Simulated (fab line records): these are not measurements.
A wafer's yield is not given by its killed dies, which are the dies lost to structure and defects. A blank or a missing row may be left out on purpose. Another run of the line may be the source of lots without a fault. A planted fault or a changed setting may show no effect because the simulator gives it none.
fab line records -- flow rit_cmos
record: lots: 6, wafers: 18, last_day: 8
route steps=202 shown PLDD@116 SPACER@125 M1@202
lots that met no fault: taken from a fault-free run of the same line
start_h: the number of hours between the record's first day and the start of the first shown wafer of the lot -- wait_h: hours from the lot's prior step to this one -- " same as the row above -- L1.1+2: several wafers, shown together as one row -- - either no value or no given start -- * or withheld: withheld -- < > ~ a bound
route shown NAME@n: names a module that has steps shown in the file, with the first one's number in the route -- usual: average and standard deviation across the fault-free wafers -- same: alike in all rows -- chamber/n: place in a boat -- sites: each site's reading -- _std_site: how widely they spread, as a standard deviation -- _edge_site: inner sites' mean taken away from outer sites' mean -- radius_mm: how far each site lies from the wafer's centre -- mask NAME#n: copy n -- behind: the tool/chamber that last shaped the wafer -- hold: cause of the lot's hold/its duration in hours/its outcome -- device: whichever transistor did not switch (one of n, p or np) -- end of line: tests of these same wafers at the route's end -- step lacking rows: just its recipe -- killed: the dies lost at the first sort to structure and to defects; this is not the yield of the wafer -- map: the dies of a wafer, with x for killed, . for not killed, _ for no die there
set.NAME: the setting as run; set.NAME@STEP: as run at that earlier step -- model.NAME: the simulator's own value behind a step, which no gauge read
lots seen at some steps along the route; tables by step, rows by wafer
services: when a tool's chamber went out of use (start_h, in hours from the record's first day, below 0 if earlier), for how many hours, and the reason
== steps ==
step: RIT_PLDD_SOFTBAKE_02
recipe: resist: NOVOLAK, temp_c: 90, time_s: 60
step: RIT_PLDD_EXPOSE_03
recipe: mask_id: M8, na: 0.57, target_cd_nm: 40900, dose_mj: 250
step: RIT_PLDD_PEB_04
recipe: resist: NOVOLAK, temp_c: withheld, time_s: withheld
step: RIT_PLDD_DEVELOP_05
recipe: resist: NOVOLAK, develop_time_s: 50, dev_temp_c: 23
step: RIT_PLDD_OVL_MEAS_06
usual: PLDD_OVL: 0.2/1.4
lot.wafer,tool,chamber,start_h,wait_h,PLDD_OVL[nm]
L156.1,overlay-02,-,55.10,-,-0.3
L156.3,overlay-02,-,55.10,-,-3.1
L156.5,overlay-02,-,55.10,-,-0.5
L163.4,overlay-02,-,104.48,-,1.9
L163.5,overlay-02,-,104.48,-,0.8
L163.6,overlay-02,-,104.48,-,-0.6
L171.3,overlay-02,-,141.23,-,0.5
L171.4,overlay-02,-,141.23,-,0.8
L171.6,overlay-02,-,141.23,-,-2.0
L174.1,overlay-01,-,153.83,-,-0.1
L174.3,overlay-01,-,153.83,-,0.7
L174.4,overlay-01,-,153.83,-,-0.2
L178.1,overlay-01,-,167.84,-,-0.9
L178.3,overlay-01,-,167.84,-,1.3
L178.6,overlay-01,-,167.84,-,-0.5
L177.1,overlay-02,-,168.18,-,-2.9
L177.2,overlay-02,-,168.18,-,-0.3
L177.6,overlay-02,-,168.18,-,-0.8
step: RIT_PLDD_HARDBAKE_07
recipe: resist: NOVOLAK, temp_c: 140, time_s: 60
step: RIT_PLDD_IMPLANT_08
recipe: species: BF2, energy_kev: 20, dose_cm2: 9e+14, tilt_deg: 7
step: RIT_PLDD_STRIP_09
recipe: chemistry: O2, time_s: 180, resist: NOVOLAK, platen_temp_c: withheld, power_w: 500, pressure_mtorr: 4000, o2_flow_sccm: 4000
usual: drypump_motor_current_A: 5.4/0.39
same: time_s: 180
lot.wafer,tool,chamber,start_h,wait_h,drypump_motor_current_A,rf_hours_counter_h
L156.1,plasma_asher-02,1,55.44,0.1,5.2,43
L156.3,plasma_asher-02,1,55.44,0.1,5.2,-
L156.5,plasma_asher-02,0,55.44,0.1,5.4,-
L163.4,plasma_asher-02,0,104.86,0.1,5.4,-
L163.5,plasma_asher-02,0,104.86,0.1,5.4,-
L163.6,plasma_asher-02,1,104.86,0.1,5.2,-
L171.3,plasma_asher-03,1,141.61,0.1,4.9,-
L171.4,plasma_asher-03,0,141.61,0.1,6.5,-
L171.6,plasma_asher-03,1,141.61,0.1,4.9,-
L174.1,plasma_asher-01,1,154.17,0.1,5.3,5
L174.3,plasma_asher-01,1,154.17,0.1,5.3,-
L174.4,plasma_asher-01,0,154.17,0.1,5.5,-
L178.1,plasma_asher-03,1,168.18,0.1,4.9,38
L178.3,plasma_asher-03,0,168.18,0.1,6.4,-
L178.6,plasma_asher-03,1,168.18,0.1,4.9,-
L177.1,plasma_asher-02,1,168.52,0.1,5.2,56
L177.2,plasma_asher-02,0,168.52,0.1,5.4,56
L177.6,plasma_asher-02,0,168.52,0.1,5.4,-
step: RIT_PLDD_TW_MEAS_10
usual: PLDD_TW: 2356/24
lot.wafer,tool,chamber,start_h,wait_h,PLDD_TW
L156.1,film_metro-01,-,55.61,0.1,2377
L156.3,film_metro-01,-,55.61,0.1,2358
L156.5,film_metro-01,-,55.61,0.1,2380
L163.4,film_metro-01,-,105.01,0.1,2394
L163.5,film_metro-01,-,105.01,0.1,2387
L163.6,film_metro-01,-,105.01,0.1,2388
L171.3,film_metro-02,-,141.75,0.1,2335
L171.4,film_metro-02,-,141.75,0.1,2331
L171.6,film_metro-02,-,141.75,0.1,2321
L174.1,film_metro-04,-,154.34,0.1,2338
L174.3,film_metro-04,-,154.34,0.1,2352
L174.4,film_metro-04,-,154.34,0.1,2334
L178.1,film_metro-01,-,168.36,0.1,2397
L178.3,film_metro-01,-,168.36,0.1,2373
L178.6,film_metro-01,-,168.36,0.1,2378
L177.1,film_metro-04,-,168.69,0.1,2342
L177.2,film_metro-04,-,168.69,0.1,2343
L177.6,film_metro-04,-,168.69,0.1,2348
step: RIT_SPACER_CLEAN_00
recipe: chemistry: SC1, mix: 3:3:50, time_s: 600, temp_c: 75
step: RIT_SPACER_CLEAN_01
recipe: chemistry: dHF, dilution: 50:1, time_s: 30
step: RIT_SPACER_CLEAN_02
recipe: chemistry: SC2, mix: 3:3:50, time_s: 600, temp_c: 75, dry: n2_spin
step: RIT_SPACER_CVD_03
recipe: material: Si3N4, target_thk_nm: 250, temp_c: 810, precursor: SiH2Cl2/NH3, time_s: 3300, pressure_mtorr: 311.7, sih2cl2_flow_sccm: 60, nh3_flow_sccm: 150
usual: sih2cl2_flow_sccm: 60.00/0.18, zone_power_source_pct: 20.5/1.6
same: time_s: 3300
lot.wafer,tool,chamber,start_h,wait_h,sih2cl2_flow_sccm,zone_power_source_pct
L156.1,lpcvd-02,1,56.23,0.0,60.11,21.6
L156.3,lpcvd-02,1,56.23,0.0,59.99,21.6
L156.5,lpcvd-02,1,56.23,0.0,59.59,21.8
L163.4,lpcvd-01,0,105.40,0.0,60.27,22.6
L163.5,lpcvd-01,0,105.40,0.0,60.03,23.1
L163.6,lpcvd-01,0,105.40,0.0,60.07,22.5
L171.3,lpcvd-01,1,143.09,0.9,59.91,19.7
L171.4,lpcvd-01,1,143.09,0.9,60.02,19.3
L171.6,lpcvd-01,1,143.09,0.9,60.00,19.4
L171.3,lpcvd-02,1,145.17,0.2,60.05,21.8
L171.4,lpcvd-02,1,145.17,0.2,60.35,21.5
L171.6,lpcvd-02,1,145.17,0.2,60.15,21.8
L174.1,lpcvd-02,0,154.85,0.0,59.84,19.1
L174.3,lpcvd-02,0,154.85,0.0,59.90,19.2
L174.4,lpcvd-02,0,154.85,0.0,59.90,18.5
L174.1,lpcvd-01,0,157.63,0.9,60.08,22.6
L174.3,lpcvd-01,0,157.63,0.9,60.22,22.8
L174.4,lpcvd-01,0,157.63,0.9,60.06,23.2
L178.1,lpcvd-01,0,168.78,0.0,60.24,22.7
L178.3,lpcvd-01,0,168.78,0.0,60.06,22.7
L178.6,lpcvd-01,0,168.78,0.0,60.30,22.6
L177.1,lpcvd-02,0,169.73,0.6,59.66,19.1
L177.2,lpcvd-02,0,169.73,0.6,59.78,18.9
L177.6,lpcvd-02,0,169.73,0.6,59.88,19.0
step: RIT_SPACER_THK_MEAS_04
recipe: reads: Si3N4_of_SPACER_CVD_03
usual: SPACER_NITRIDE_THK: 253.3/2.3
lot.wafer,tool,chamber,start_h,wait_h,SPACER_NITRIDE_THK[nm]
L156.1,film_metro-03,-,60.54,0.0,253.7
L156.3,film_metro-03,-,60.54,0.0,253.4
L156.5,film_metro-03,-,60.54,0.0,253.2
L163.4,film_metro-03,-,107.35,0.0,249.5
L163.5,film_metro-03,-,107.35,0.0,248.3
L163.6,film_metro-03,-,107.35,0.0,249.7
L171.3,film_metro-04,-,147.11,0.0,506.8
L171.4,film_metro-04,-,147.11,0.0,506.6
L171.6,film_metro-04,-,147.11,0.0,505.7
L174.1,film_metro-01,-,159.55,0.0,500.1
L174.3,film_metro-01,-,159.55,0.0,504.5
L174.4,film_metro-01,-,159.55,0.0,504.2
L178.1,film_metro-04,-,170.70,0.0,253.0
L178.3,film_metro-04,-,170.70,0.0,253.4
L178.6,film_metro-04,-,170.70,0.0,253.5
L177.1,film_metro-01,-,171.64,0.0,254.1
L177.2,film_metro-01,-,171.64,0.0,256.4
L177.6,film_metro-01,-,171.64,0.0,255.8
step: RIT_SPACER_ETCHBACK_05
recipe: target_depth_a: 2500, SF6_flow_sccm: 30, CHF3_flow_sccm: 30, target: Si3N4, chemistry: SF6/CHF3, pressure_mtorr: 40, rf_w: 250, time_s: 240, stop_on: SiO2
usual: drypump_motor_current_A: 5.9/0.42, oes_product_au: 0.856/0.014, throttle_valve_pct: 10.31/0.089
same: time_s: 240
lot.wafer,tool,chamber,start_h,wait_h,drypump_motor_current_A,oes_product_au,rf_hours_counter_h,throttle_valve_pct,model.Si3N4_of_SPACER_CVD_03.thk_nm,model.etch.depth_nm
L156.1,rie_diel-04,1,60.60,0.1,5.2,0.860,7,10.29,198.7,253.6
L156.3,rie_diel-04,0,60.60,0.1,5.1,0.867,2,10.17,198.1,253.5
L156.5,rie_diel-04,1,60.60,0.1,5.2,0.867,-,10.29,198.8,253.2
L163.4,rie_diel-03,1,107.45,0.1,5.6,0.862,-,10.43,196,249.6
L163.5,rie_diel-03,0,107.45,0.1,5.9,0.833,-,10.40,194.7,248.5
L163.6,rie_diel-03,2,107.45,0.1,6.3,0.840,-,10.34,195.5,249.6
L171.3,rie_diel-01,1,147.15,0.0,5.9,1.032,7,10.44,397.1,311.8
L171.4,rie_diel-01,1,147.15,0.0,5.9,1.033,-,10.44,396.4,314.1
L171.6,rie_diel-01,3,147.15,0.0,6.1,1.029,-,10.46,395.1,316.2
L174.1,rie_diel-03,3,159.61,0.1,6.1,0.987,1,10.37,394.4,305.9
L174.3,rie_diel-03,0,159.61,0.1,5.9,0.995,23,10.43,396,310.9
L174.4,rie_diel-03,1,159.61,0.1,5.6,1.006,8,10.50,395.3,312.5
L178.1,rie_diel-04,0,170.76,0.1,5.1,0.858,4,10.15,197.2,253.1
L178.3,rie_diel-04,2,170.76,0.1,6.3,0.862,83,10.18,199,253.6
L178.6,rie_diel-04,0,170.76,0.1,5.1,0.858,-,10.16,197.6,253.4
L177.1,rie_diel-03,2,171.70,0.1,6.3,0.855,27,10.31,198.4,254.2
L177.2,rie_diel-03,0,171.70,0.1,5.9,0.864,23,10.40,201.4,256.4
L177.6,rie_diel-03,1,171.70,0.1,5.6,0.873,-,10.46,200.4,255.8
step: RIT_M1_PROBE_99
usual: killed_at_front_end: 7/3.1, killed_dies: 7/3.1, killed_on_rim: 1.8/1.3, killed_open: 3.4/1.9, killed_short: 3.6/2.1
same: gross_dies: 264, killed_at_M0_to_M3: 0, killed_at_M4_up: 0, killed_at_back_side: 0, killed_at_contacts: 0, killed_at_other: 0
lot.wafer,tool,chamber,start_h,wait_h,killed_at_front_end,killed_dies,killed_on_rim,killed_open,killed_short
L156.1,prober-02,-,71.53,0.1,13,13,4,7,6
L156.3,prober-02,-,71.63,0.2,2,2,0,1,1
L156.5,prober-02,-,71.73,0.2,7,7,2,4,3
L163.4,prober-01,-,118.94,0.2,2,2,1,1,1
L163.5,prober-01,-,118.99,0.2,4,4,3,3,1
L163.6,prober-01,-,119.04,0.2,1,1,0,1,0
L171.3,prober-02,-,159.07,0.2,264,264,70,3,6
L171.4,prober-02,-,159.12,0.2,264,264,70,3,5
L171.6,prober-02,-,159.22,0.2,264,264,70,8,6
L174.1,prober-01,-,173.12,0.1,264,264,70,4,5
L174.3,prober-01,-,173.22,0.2,264,264,70,3,3
L174.4,prober-01,-,173.27,0.2,264,264,70,7,7
L178.1,prober-02,-,181.65,0.1,5,5,1,1,4
L178.3,prober-02,-,181.75,0.2,5,5,2,2,3
L178.6,prober-02,-,181.90,0.2,10,10,2,6,4
L177.1,prober-01,-,183.15,0.1,10,10,0,4,6
L177.2,prober-01,-,183.20,0.1,12,12,6,6,6
L177.6,prober-01,-,183.40,0.2,7,7,2,2,5
killed by level:class
L156.1 FOX2:geometric_particle:open=3 FOX2:geometric_particle:short=3 GATE:geometric_particle:open=3 SILICIDE:geometric_particle:short=2 GATE:geometric_particle:short=1 REOX:geometric_particle:open=1
L156.3 GATE:geometric_particle:open=1 SILICIDE:geometric_particle:short=1
L156.5 FOX2:geometric_particle:open=3 FOX2:geometric_particle:short=1 REOX:geometric_particle:open=1 SPACER:geometric_particle:short=1 SILICIDE:geometric_particle:short=1
L163.4 GATE:geometric_particle:short=1 SILICIDE:geometric_particle:open=1
L163.5 REOX:geometric_particle:open=2 REOX:geometric_particle:short=1 SILICIDE:geometric_particle:open=1
L163.6 REOX:geometric_particle:open=1
L171.3 SPACER:area_etchback=255 GATE:geometric_particle:short=4 SPACER:geometric_particle:open=2 FOX1:geometric_particle:short=1 FOX2:geometric_particle:short=1 REOX:geometric_particle:open=1
L171.4 SPACER:area_etchback=256 FOX1:geometric_particle:short=3 GATE:geometric_particle:short=1 GATE:geometric_particle:open=1 REOX:geometric_particle:open=1 SILICIDE:geometric_particle:short=1 SILICIDE:geometric_particle:open=1
L171.6 SPACER:area_etchback=250 GATE:geometric_particle:open=5 GATE:geometric_particle:short=3 FOX2:geometric_particle:open=2 FOX1:geometric_particle:short=1 REOX:geometric_particle:open=1 REOX:geometric_particle:short=1 SPACER:geometric_particle:short=1
L174.1 SPACER:area_etchback=255 GATE:geometric_particle:short=3 FOX1:geometric_particle:open=1 FOX1:geometric_particle:short=1 REOX:geometric_particle:open=1 SILICIDE:geometric_particle:open=1 SILICIDE:geometric_particle:short=1 STARTING-WAFER:geometric_particle:open=1
L174.3 SPACER:area_etchback=258 SPACER:geometric_particle:short=3 GATE:geometric_particle:open=2 FOX2:geometric_particle:open=1
L174.4 SPACER:area_etchback=250 GATE:geometric_particle:open=6 GATE:geometric_particle:short=3 FOX1:geometric_particle:short=1 FOX2:geometric_particle:short=1 SPACER:geometric_particle:short=1 SILICIDE:geometric_particle:open=1 SILICIDE:geometric_particle:short=1
L178.1 GATE:geometric_particle:short=2 SILICIDE:geometric_particle:short=2 FOX1:geometric_particle:open=1
L178.3 GATE:geometric_particle:short=2 GATE:geometric_particle:open=1 REOX:geometric_particle:open=1 SILICIDE:geometric_particle:short=1
L178.6 GATE:geometric_particle:open=3 SILICIDE:geometric_particle:short=3 FOX1:geometric_particle:open=2 FOX2:geometric_particle:open=1 GATE:geometric_particle:short=1
L177.1 GATE:geometric_particle:open=3 REOX:geometric_particle:short=2 FOX1:geometric_particle:short=1 GATE:geometric_particle:short=1 SPACER:geometric_particle:short=1 SILICIDE:geometric_particle:short=1 SILICIDE:geometric_particle:open=1
L177.2 FOX2:geometric_particle:open=3 GATE:geometric_particle:open=2 GATE:geometric_particle:short=2 FOX1:geometric_particle:short=1 FOX1:geometric_particle:open=1 FOX2:geometric_particle:short=1 REOX:geometric_particle:short=1 SPACER:geometric_particle:short=1
L177.6 FOX1:geometric_particle:short=2 GATE:geometric_particle:short=2 FOX2:geometric_particle:open=1 GATE:geometric_particle:open=1 REOX:geometric_particle:short=1
map L171.3 (x killed, . not)
________xxxxxxx_______
_____xxxxxxxxxxxxx____
____xxxxxxxxxxxxxxx___
___xxxxxxxxxxxxxxxxx__
__xxxxxxxxxxxxxxxxxxx_
__xxxxxxxxxxxxxxxxxxx_
_xxxxxxxxxxxxxxxxxxxxx
_xxxxxxxxxxxxxxxxxxxxx
_xxxxxxxxxxxxxxxxxxxxx
_xxxxxxxxxxxxxxxxxxxxx
__xxxxxxxxxxxxxxxxxxx_
__xxxxxxxxxxxxxxxxxxx_
___xxxxxxxxxxxxxxxxx__
____xxxxxxxxxxxxxxx___
_____xxxxxxxxxxxxx____
________xxxxxxx_______
map L174.1 (x killed, . not)
________xxxxxxx_______
_____xxxxxxxxxxxxx____
____xxxxxxxxxxxxxxx___
___xxxxxxxxxxxxxxxxx__
__xxxxxxxxxxxxxxxxxxx_
__xxxxxxxxxxxxxxxxxxx_
_xxxxxxxxxxxxxxxxxxxxx
_xxxxxxxxxxxxxxxxxxxxx
_xxxxxxxxxxxxxxxxxxxxx
_xxxxxxxxxxxxxxxxxxxxx
__xxxxxxxxxxxxxxxxxxx_
__xxxxxxxxxxxxxxxxxxx_
___xxxxxxxxxxxxxxxxx__
____xxxxxxxxxxxxxxx___
_____xxxxxxxxxxxxx____
________xxxxxxx_______
== services ==
tool,chamber,start_h,hours,kind
rie_diel-04,-,39.98,0.3,repair
rie_diel-01,1,77.86,14.2,repair
lpcvd-02,-,97.85,1.1,repair
rie_diel-03,3,104.68,-,clean
rie_diel-03,3,104.68,14.0,scheduled_down
rie_diel-03,3,104.68,14.0,vent_cycle
rie_diel-04,1,105.06,19.3,repair
plasma_asher-01,-,108.75,9.0,pm
plasma_asher-01,0,108.75,9.0,vent_cycle
plasma_asher-01,1,108.75,9.0,vent_cycle
rie_diel-04,-,112.98,0.6,repair
plasma_asher-01,0,117.75,-,clean
plasma_asher-01,1,117.75,-,clean
lpcvd-02,-,118.05,2.8,pm
rie_diel-04,2,120.54,1.5,repair
lpcvd-02,-,123.72,6.1,pm
rie_diel-01,2,142.01,5.6,repair
plasma_asher-02,-,145.29,0.8,repair
rie_diel-04,2,147.35,6.5,repair
plasma_asher-03,-,151.56,1.9,repair
rie_diel-04,1,168.29,6.2,repair
== key ==
first_sign: step: RIT_SPACER_CVD_03, reading: visit, direction: added
effect: step: RIT_SPACER_THK_MEAS_04, reading: SPACER_NITRIDE_THK, direction: up, sigmas: 99+, usual: 253.3, struck: 504.6
effect: step: RIT_SPACER_ETCHBACK_05, reading: oes_product_au, direction: up, sigmas: 11, usual: 0.856, struck: 1.014
effect: step: RIT_M1_PROBE_99, reading: killed_at_front_end, direction: up, sigmas: 83, usual: 7, struck: 264
model_effect: step: RIT_SPACER_ETCHBACK_05, value: Si3N4_of_SPACER_CVD_03.thk_nm, without: 198.8, struck: 395.7
more_kills_born_at: RIT_SPACER_ETCHBACK_05@rie_diel-03: 763, RIT_SPACER_ETCHBACK_05@rie_diel-01: 761
met_at RIT_SPACER_CVD_03
struck_wafers L171.3,L171.4,L171.6,L174.1,L174.3,L174.4
later_rows_left_out L171.3,L171.4,L171.6,L174.1,L174.3,L174.4
tester_left_out L171,L174
fault: kind: repeated_step_whole, tool: lpcvd-01,lpcvd-02, chamber: -, onset_h: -, steps: RIT_SPACER_CVD_03, times: 1, scope: struck_lots_only
tester_left_out: of these lots the tester's yield and bins aren't shown, on N5 and GAA mostly nor the transistor test; their killed dies are dies lost to structure and defects alone, not to doping, threshold or leakage, so they don't give the yield
later_rows_left_out: the simulator's readings of these wafers behind a module that went badly wrong aren't trusted and aren't shown, but for the sort
